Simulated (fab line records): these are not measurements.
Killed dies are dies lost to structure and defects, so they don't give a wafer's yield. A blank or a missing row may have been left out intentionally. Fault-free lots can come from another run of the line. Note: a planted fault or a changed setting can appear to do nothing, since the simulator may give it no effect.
Lot-split experiment | flow rit-cmos | on a route of 202 steps: 5 lots, 27 wafers read

## SPLIT DETAILS
At RIT_SPACER_ETCHBACK_05 (etches Si3N4 in SF6/CHF3, stops on SiO2, target depth 250 nm, time 240 s), the setting time-s was moved away from the recipe's 240 s on 9 of the 27 wafers read, by -34.1% to +31.3%. All remaining wafers had this setting at the recipe value.

## FROM THE SPLIT TO THE READING: what the file shows between them, 3 steps
- RIT_NSD_HMDS_00: prime time 60 s
- RIT_NSD_COAT_01: resist thk 1000 nm
- RIT_PSD_STRIP_09: strips in O2, time 180 s

## THE READING
Si3N4_of_SPACER_CVD_03.thk-nm (the simulator's own value, which no gauge read), in nm, at RIT_SDANNEAL_CLEAN_00 (cleans in SC1, time 600 s). The file does not state a usual value for it. Across the 18 wafers here that went through the recipe, the average is 195.7 nm and the standard deviation 1.7 nm.

wafer  | tool, chamber at the split | time-s as run, s | against the recipe | Si3N4_of_SPACER_CVD_03.thk-nm, nm | against lot-mates on the recipe
L074.1 | rie-diel-01, 1             | 158.2            | -34.1%             | 214.9                             | +16.3
L074.2 | rie-diel-01, 2             | 240              | recipe             | 199                               | -
L074.3 | rie-diel-01, 0             | 240              | recipe             | 197.8                             | -
L074.4 | rie-diel-01, 3             | 158.2            | -34.1%             | 215.2                             | +16.6
L074.5 | rie-diel-01, 2             | 240              | recipe             | 198.9                             | -
L074.6 | rie-diel-01, 3             | 158.2            | -34.1%             | 216                               | +17.4
L077.1 | rie-diel-01, 2             | 240              | recipe             | 195.7                             | -
L077.2 | rie-diel-01, 0             | 159.5            | -33.5%             | 213.9                             | +18.4
L077.3 | rie-diel-01, 1             | 159.5            | -33.5%             | 212.4                             | +16.9
L077.4 | rie-diel-01, 3             | 159.5            | -33.5%             | 212.5                             | +17.0
L077.5 | rie-diel-01, 1             | 240              | recipe             | 194.1                             | -
L077.6 | rie-diel-01, 2             | 240              | recipe             | 196.8                             | -
L079.1 | rie-diel-01, 1             | 240              | recipe             | 193.4                             | -
L079.2 | rie-diel-01, 0             | 240              | recipe             | 194.9                             | -
L079.3 | rie-diel-01, 3             | 240              | recipe             | 194.8                             | -
L079.4 | rie-diel-01, 2             | 240              | recipe             | 194.6                             | -
L079.5 | rie-diel-01, 0             | 240              | recipe             | 193.8                             | -
L079.6 | rie-diel-01, 3             | 240              | recipe             | 194.2                             | -
L080.1 | rie-diel-04, 0             | 240              | recipe             | 196                               | -
L080.2 | rie-diel-04, 3             | 240              | recipe             | 195.3                             | -
L080.5 | rie-diel-04, 3             | 240              | recipe             | 194.7                             | -
L084.1 | rie-diel-01, 1             | 315.2            | +31.3%             | 179.5                             | -16.7
L084.2 | rie-diel-01, 3             | 240              | recipe             | 197                               | -
L084.3 | rie-diel-01, 2             | 315.2            | +31.3%             | 178.4                             | -17.8
L084.4 | rie-diel-01, 0             | 240              | recipe             | 197.3                             | -
L084.5 | rie-diel-01, 1             | 240              | recipe             | 194.4                             | -
L084.6 | rie-diel-01, 0             | 315.2            | +31.3%             | 179.4                             | -16.8

THE FIT
A straight line over all 27 wafers: Si3N4_of_SPACER_CVD_03.thk-nm changes by -0.54 nm for each +1% of time-s; r = -0.99; the points scatter about the line by 1.6 nm.
The same after taking each lot's own level away (the mean of its wafers on the recipe; 27 wafers): -0.52 nm for each +1%; r = -1.00; scatter 0.86 nm.
According to that fit, moving time-s by its largest amount changes the reading by 18 nm.
Measured against the standard deviation above, the lots' own levels, which go from 194.28 to 198.57 nm, span 2.6 times it.
The two slopes agree, so the slope changes little with the lot-to-lot level.
Check: with one of the wafers moved furthest among these (-34.1%) left out of the fit, the line predicts +17.7 nm for it against its lot-mates. Against them it came out at +16.3 nm.
Tool readings at the split's step, against how far the setting was moved: oes-product-au r = -0.89.

## THESE WAFERS: OTHER SPLITS
Other splits were also applied to these wafers ahead of the reading. Each is held against what the fit with the lots' levels taken away leaves over:
other split on the same wafers      | wafers away from the commonest value | r with Si3N4_of_SPACER_CVD_03.thk-nm (lot level and that fit taken away)
RIT_FOX2_OXIDATION_00 ox-time-s     | 12                                   | +0.00
RIT_NWELL_DEVELOP_05 develop-time-s | 9                                    | -0.26

## THE WHOLE CHAIN: every reading that the file lists as answering this split, in the file's order
step                   | what it does                                                             | reading                                                                           | change (the file's fit)                                                              | r (the file's)
RIT_SPACER_ETCHBACK_05 | etches Si3N4 in SF6/CHF3, stops on SiO2, target depth 250 nm, time 240 s | oes-product-au                                                                    | not straight: 0.999 at the lowest setting, 0.846 at the recipe, 0.827 at the highest | not given
RIT_SPACER_ETCHBACK_05 | etches Si3N4 in SF6/CHF3, stops on SiO2, target depth 250 nm, time 240 s | SiO2_of_FOX2_OXIDATION_00.thk-nm (the simulator's own value, which no gauge read) | -0.461 nm for each +1% of the setting                                                | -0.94
RIT_SPACER_ETCHBACK_05 | etches Si3N4 in SF6/CHF3, stops on SiO2, target depth 250 nm, time 240 s | etch.depth-nm (the simulator's own value, which no gauge read)                    | not straight: 207 at the lowest setting, 250.3 at the recipe, 250.5 at the highest   | not given
RIT_SPACER_ETCHBACK_05 | etches Si3N4 in SF6/CHF3, stops on SiO2, target depth 250 nm, time 240 s | poly-Si_of_GATE_CVD_08.thk-nm (the simulator's own value, which no gauge read)    | -0.652 nm for each +1% of the setting                                                | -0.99
RIT_SDANNEAL_CLEAN_00  | cleans in SC1, time 600 s                                                | Si3N4_of_SPACER_CVD_03.thk-nm (the simulator's own value, which no gauge read)    | -0.518 nm for each +1% of the setting                                                | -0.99

## FILE'S OWN FIT
Si3N4_of_SPACER_CVD_03.thk-nm changes by -0.518 nm for each +1% of time-s, r = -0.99.
